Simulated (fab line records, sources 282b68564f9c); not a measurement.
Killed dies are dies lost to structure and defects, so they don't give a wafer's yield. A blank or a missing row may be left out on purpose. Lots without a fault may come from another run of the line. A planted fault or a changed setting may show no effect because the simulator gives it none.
fab line records | flow rit_cmos | part 2 of 2: steps 31 to 31 of 31
record lots=5 wafers=23
route steps=202 shown ACTIVE@2 FOX2@23 NWELL@36 PWELL@47 WELLDRIVE@50 PRETRO@65 GATE@75 NLDD@111 M1@202
start_h: hours from the record's first day to the start of the lot's first wafer shown | wait_h: hours since the lot's step before | " the same as in the row above | L1.1+2: a row that stands for several wafers | - no value, or no start given | * or withheld: withheld | < > ~ a bound
route shown NAME@n: a module of which the file shows steps, and the number in the route of the first | usual: mean/standard deviation of fault-free wafers | same: alike in all rows | chamber/n: place in a boat | sites: the reading at each site | _std_site: their standard deviation | _edge_site: outer sites' mean less inner sites' | radius_mm: how far each site lies from the wafer's centre | mask NAME#n: copy n | behind: the tool/chamber that last shaped the wafer | hold: why the lot was held/for how many hours/how that ended | device: the transistor (n, p or np) that didn't switch | end of line: the same wafers' tests at the end of the route | a step without rows: its recipe alone | killed: dies lost to structure and defects at the first sort, not the wafer's yield | map: a wafer's dies, x killed, . not, _ none there
set.NAME: the setting as run; set.NAME@STEP: as run at that earlier step | model.NAME: the simulator's own value behind a step, which no gauge read
lots whose settings were changed on purpose; a table a step, a row a wafer
## steps
# step RIT_M1_PROBE_99
# usual killed_at_contacts=0.1/0.23 killed_at_front_end=7.2/2.8 killed_dies=7.3/2.8 killed_open=3.8/1.8 killed_short=3.4/2
# same gross_dies=264 killed_at_M0_to_M3=0 killed_at_M4_up=0 killed_at_back_side=0 killed_at_other=0
# columns lot.wafer tool chamber start_h wait_h set.dose_mj@GATE_EXPOSE_13 killed_at_contacts killed_at_front_end killed_dies killed_open killed_short model.etest.nmos_0p15.drive_ua_um model.etest.nmos_0p15.r_on_ohm_um model.etest.npoly_line.line_ohm_um model.etest.pmos_0p15.drive_ua_um model.etest.pmos_0p15.r_on_ohm_um model.etest.pmos_0p3.r_on_ohm_um model.etest.pmos_turned.r_on_ohm_um model.etest.ppoly_line.line_ohm_um
L074.1 prober-01 - 62.68 0.1 380 0 9 9 6 3 490.8 1094 164.4 263.4 2683 6218 3318 158.7
L074.2 prober-01 - 62.73 0.1 380 0 7 7 3 4 505.3 1029 177 272.5 2579 6203 3252 169.1
L074.3 prober-01 - 62.78 0.2 380 0 7 7 4 3 502.5 1043 174.5 275.8 2604 6163 3259 167.7
L074.4 prober-01 - 62.83 0.2 361.7 0 93 93 5 5 - - - - - - - -
L074.5 prober-01 - 62.88 0.2 361.7 0 83 83 4 2 - - - - - - - -
L078.1 prober-01 - 79.26 0.1 380 1 263 264 4 5 - - - - - - - -
L078.2 prober-01 - 79.31 0.1 408.4 0 264 264 2 4 - - - - - - - -
L078.3 prober-01 - 79.36 0.2 408.4 0 264 264 6 6 - - - - - - - -
L078.5 prober-01 - 79.46 0.2 380 0 264 264 6 9 - - - - - - - -
L078.6 prober-01 - 79.51 0.2 408.4 0 264 264 3 3 - - - - - - - -
L079.2 prober-02 - 87.23 0.1 380 0 9 9 6 3 441.7 1170 160.2 236.1 2933 6523 3625 152.6
L079.3 prober-02 - 87.28 0.2 380 0 7 7 4 3 446.9 1171 164.5 243.5 2884 6504 3547 158.7
L079.4 prober-02 - 87.33 0.2 392.4 0 21 21 7 3 544.7 1020 201.3 299.9 2421 6231 3081 194.3
L079.5 prober-02 - 87.38 0.2 392.4 0 5 5 1 3 504.7 1047 191.6 286.6 2487 6243 3156 184
L079.6 prober-02 - 87.43 0.2 392.4 0 9 9 3 6 504.3 1061 192.5 282.2 2554 6383 3200 183.2
L084.1 prober-02 - 113.61 0.1 380 0 11 11 6 5 442.1 1188 159 226.4 3077 6640 3880 150.9
L084.2 prober-02 - 113.66 0.1 406.6 0 240 240 2 1 631.8 923.8 251.6 350.1 2183 6013 2912 238.4
L084.3 prober-02 - 113.71 0.2 380 0 9 9 3 6 444.6 1165 166 235.3 3016 6556 3789 161.3
L084.5 prober-02 - 113.81 0.2 406.6 0 245 245 6 4 637.5 936.7 260 345.4 2193 6137 2970 249.9
L084.6 prober-02 - 113.86 0.2 380 0 7 7 3 4 431.9 1212 157.6 227.4 3112 6617 3889 151.6
L085.2 prober-01 - 118.33 0.1 380 0 10 10 4 6 465.8 1122 163.7 271 2629 6082 3235 158.6
L085.4 prober-01 - 118.43 0.2 380 0 2 2 0 2 467.5 1119 160.7 268.2 2635 5997 3231 151.4
L085.5 prober-01 - 118.48 0.2 380 0 3 3 2 1 454.8 1130 157.7 262 2688 6035 3293 153.1
# killed by level:class
L074.1 SILICIDE:geometric_particle:open=3 REOX:geometric_particle:short=2 FOX1:geometric_particle:open=1 GATE:geometric_particle:short=1 GATE:geometric_particle:open=1 REOX:geometric_particle:open=1
L074.2 GATE:geometric_particle:open=3 REOX:geometric_particle:short=2 FOX1:geometric_particle:short=1 SILICIDE:geometric_particle:short=1
L074.3 GATE:geometric_particle:open=2 GATE:geometric_particle:short=2 REOX:geometric_particle:short=1 REOX:geometric_particle:open=1 SILICIDE:geometric_particle:open=1
L074.4 GATE:area_expose=83 FOX2:geometric_particle:open=2 GATE:geometric_particle:short=2 REOX:geometric_particle:short=2 FOX1:geometric_particle:short=1 FOX1:geometric_particle:open=1 GATE:geometric_particle:open=1 REOX:geometric_particle:open=1
L074.5 GATE:area_expose=77 REOX:geometric_particle:short=2 FOX1:geometric_particle:open=1 FOX2:geometric_particle:open=1 GATE:geometric_particle:open=1 REOX:geometric_particle:open=1
L078.1 SPACER:area_etchback=255 FOX1:geometric_particle:short=2 GATE:geometric_particle:open=2 FOX1:geometric_particle:open=1 FOX2:geometric_particle:short=1 REOX:geometric_particle:open=1 SILICIDE:geometric_particle:short=1 CONTACT:geometric_particle:short=1
L078.2 GATE:area_expose=247 SPACER:area_etchback=11 GATE:geometric_particle:short=2 GATE:geometric_particle:open=2 REOX:geometric_particle:short=1 SILICIDE:geometric_particle:short=1
L078.3 GATE:area_expose=214 SPACER:area_etchback=38 FOX1:geometric_particle:short=2 FOX2:geometric_particle:open=2 GATE:geometric_particle:short=2 SILICIDE:geometric_particle:open=2 FOX1:geometric_particle:open=1 SPACER:geometric_particle:open=1
L078.5 SPACER:area_etchback=249 SILICIDE:geometric_particle:short=3 FOX1:geometric_particle:open=2 GATE:geometric_particle:short=2 REOX:geometric_particle:short=2 SILICIDE:geometric_particle:open=2 FOX1:geometric_particle:short=1 FOX2:geometric_particle:short=1
L078.6 GATE:area_expose=244 SPACER:area_etchback=14 FOX1:geometric_particle:open=1 FOX2:geometric_particle:short=1 GATE:geometric_particle:open=1 GATE:geometric_particle:short=1 REOX:geometric_particle:short=1 SILICIDE:geometric_particle:open=1
L079.2 GATE:geometric_particle:open=3 FOX1:geometric_particle:open=1 GATE:geometric_particle:short=1 REOX:geometric_particle:open=1 SPACER:geometric_particle:short=1 SPACER:geometric_particle:open=1 SILICIDE:geometric_particle:short=1
L079.3 FOX1:geometric_particle:open=1 FOX2:geometric_particle:short=1 FOX2:geometric_particle:open=1 GATE:geometric_particle:open=1 GATE:geometric_particle:short=1 REOX:geometric_particle:open=1 SPACER:geometric_particle:short=1
L079.4 GATE:area_expose=11 REOX:geometric_particle:open=3 FOX1:geometric_particle:open=2 FOX1:geometric_particle:short=1 GATE:geometric_particle:short=1 REOX:geometric_particle:short=1 SPACER:geometric_particle:open=1 SILICIDE:geometric_particle:open=1
L079.5 GATE:geometric_particle:short=2 GATE:geometric_particle:open=1 SILICIDE:geometric_particle:short=1 GATE:area_expose=1
L079.6 GATE:geometric_particle:short=3 GATE:geometric_particle:open=2 SILICIDE:geometric_particle:short=2 REOX:geometric_particle:open=1 REOX:geometric_particle:short=1
L084.1 GATE:geometric_particle:open=5 GATE:geometric_particle:short=4 SILICIDE:geometric_particle:short=1 SILICIDE:geometric_particle:open=1
L084.2 GATE:area_expose=237 GATE:geometric_particle:open=2 SILICIDE:geometric_particle:short=1
L084.3 GATE:geometric_particle:open=2 GATE:geometric_particle:short=2 SILICIDE:geometric_particle:short=2 FOX1:geometric_particle:short=1 FOX1:geometric_particle:open=1 REOX:geometric_particle:short=1
L084.5 GATE:area_expose=235 GATE:geometric_particle:open=4 FOX2:geometric_particle:short=2 GATE:geometric_particle:short=2 FOX2:geometric_particle:open=1 SILICIDE:geometric_particle:open=1
L084.6 FOX1:geometric_particle:short=2 SILICIDE:geometric_particle:open=2 GATE:geometric_particle:short=1 SPACER:geometric_particle:open=1 SILICIDE:geometric_particle:short=1
L085.2 FOX1:geometric_particle:short=2 FOX2:geometric_particle:short=2 GATE:geometric_particle:open=2 GATE:geometric_particle:short=2 SPACER:geometric_particle:open=2
L085.4 FOX1:geometric_particle:short=1 FOX2:geometric_particle:short=1
L085.5 FOX1:geometric_particle:open=1 SPACER:geometric_particle:short=1 SPACER:geometric_particle:open=1
## key
split step=RIT_ACTIVE_OXIDATION_01 setting=temp_c stated=1000 by=lot
response step=RIT_ACTIVE_OXIDATION_01 reading=model.SiO2_of_ACTIVE_OXIDATION_01.thk_nm change=+3.84 per=1% r=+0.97
response step=RIT_ACTIVE_THK_MEAS_02 reading=ACTIVE_OXIDE_THK change=+3.84 per=1% r=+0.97
split step=RIT_ACTIVE_COAT_06 setting=spin_rpm stated=3250 by=wafer
response step=RIT_ACTIVE_COAT_06 reading=model.NOVOLAK_of_ACTIVE_COAT_06.thk_nm change=-5.1 per=1% r=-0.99
split step=RIT_FOX2_OXIDATION_00 setting=temp_c stated=1100 by=lot
response step=RIT_FOX2_OXIDATION_00 reading=model.SiO2_of_FOX2_OXIDATION_00.thk_nm change=+20.4 per=1% r=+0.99
response step=RIT_FOX2_THK_MEAS_01 reading=FOX2_OXIDE_THK change=+20.4 per=1% r=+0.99
response step=RIT_FOX2_WET_ETCH_03 reading=model.SiO2_of_FOX2_OXIDATION_00.thk_nm change=+20.8 per=1% r=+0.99
response step=RIT_FOX2_THK_MEAS_90 reading=FIELD_OXIDE_LEFT_1_THK change=+20.8 per=1% r=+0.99
response step=RIT_FOX2_THK_MEAS_91 reading=FIELD_OXIDE_LEFT_2_THK change=+20.8 per=1% r=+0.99
split step=RIT_FOX2_WET_ETCH_03 setting=time_s stated=2700 by=lot
response none clear
split step=RIT_NWELL_IMPLANT_08 setting=dose_cm2 stated=5e+13 by=wafer
response step=RIT_WELLDRIVE_RS_MEAS_01 reading=NWELL_RS change=-1.67 per=1% r=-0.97
split step=RIT_PWELL_IMPLANT_08 setting=dose_cm2 stated=7e+13 by=wafer
response step=RIT_PWELL_TW_MEAS_10 reading=PWELL_TW change=+2.95 per=1% r=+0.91
response step=RIT_WELLDRIVE_RS_MEAS_02 reading=PWELL_RS change=-2.64 per=1% r=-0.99
split step=RIT_PRETRO_COAT_01 setting=spin_rpm stated=2000 by=wafer
response step=RIT_PRETRO_COAT_01 reading=model.NOVOLAK_of_PRETRO_COAT_01.thk_nm change=-6.19 per=1% r=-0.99
response step=RIT_PRETRO_HARDBAKE_07 reading=model.NOVOLAK_of_PRETRO_COAT_01.thk_nm change=-5.33 per=1% r=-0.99
split step=RIT_PRETRO_IMPLANT_08 setting=energy_kev stated=45 by=wafer
response step=RIT_PRETRO_IMPLANT_08 reading=model.implant.rp_nm change=+1.38 per=1% r=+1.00
response step=RIT_PRETRO_IMPLANT_08 reading=model.implant.drp_nm change=+0.331 per=1% r=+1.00
split step=RIT_GATE_WET_ETCH_00 setting=time_s stated=60 by=lot
response none clear
split step=RIT_GATE_EXPOSE_13 setting=dose_mj stated=380 by=wafer
response step=RIT_M1_PROBE_99 reading=model.etest.pmos_0p15.r_on_ohm_um change=-126 per=1% r=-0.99
response step=RIT_M1_PROBE_99 reading=model.etest.pmos_turned.r_on_ohm_um change=-131 per=1% r=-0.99
response step=RIT_M1_PROBE_99 reading=model.etest.pmos_0p3.r_on_ohm_um change=-74.6 per=1% r=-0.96
response step=RIT_M1_PROBE_99 reading=model.etest.nmos_0p15.r_on_ohm_um change=-37.2 per=1% r=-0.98
response step=RIT_M1_PROBE_99 reading=model.etest.nmos_0p15.drive_ua_um change=+26.9 per=1% r=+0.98
response step=RIT_M1_PROBE_99 reading=model.etest.pmos_0p15.drive_ua_um change=+16.6 per=1% r=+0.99
response step=RIT_M1_PROBE_99 reading=model.etest.npoly_line.line_ohm_um change=+12.9 per=1% r=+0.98
response step=RIT_M1_PROBE_99 reading=model.etest.ppoly_line.line_ohm_um change=+12.2 per=1% r=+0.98
split step=RIT_NLDD_IMPLANT_08 setting=energy_kev stated=20 by=wafer
response step=RIT_NLDD_IMPLANT_08 reading=model.implant.rp_nm change=+0.183 per=1% r=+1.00
response step=RIT_NLDD_IMPLANT_08 reading=model.implant.drp_nm change=+0.0777 per=1% r=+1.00
response step=RIT_NLDD_TW_MEAS_10 reading=NLDD_TW change=+7.95 per=1% r=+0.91
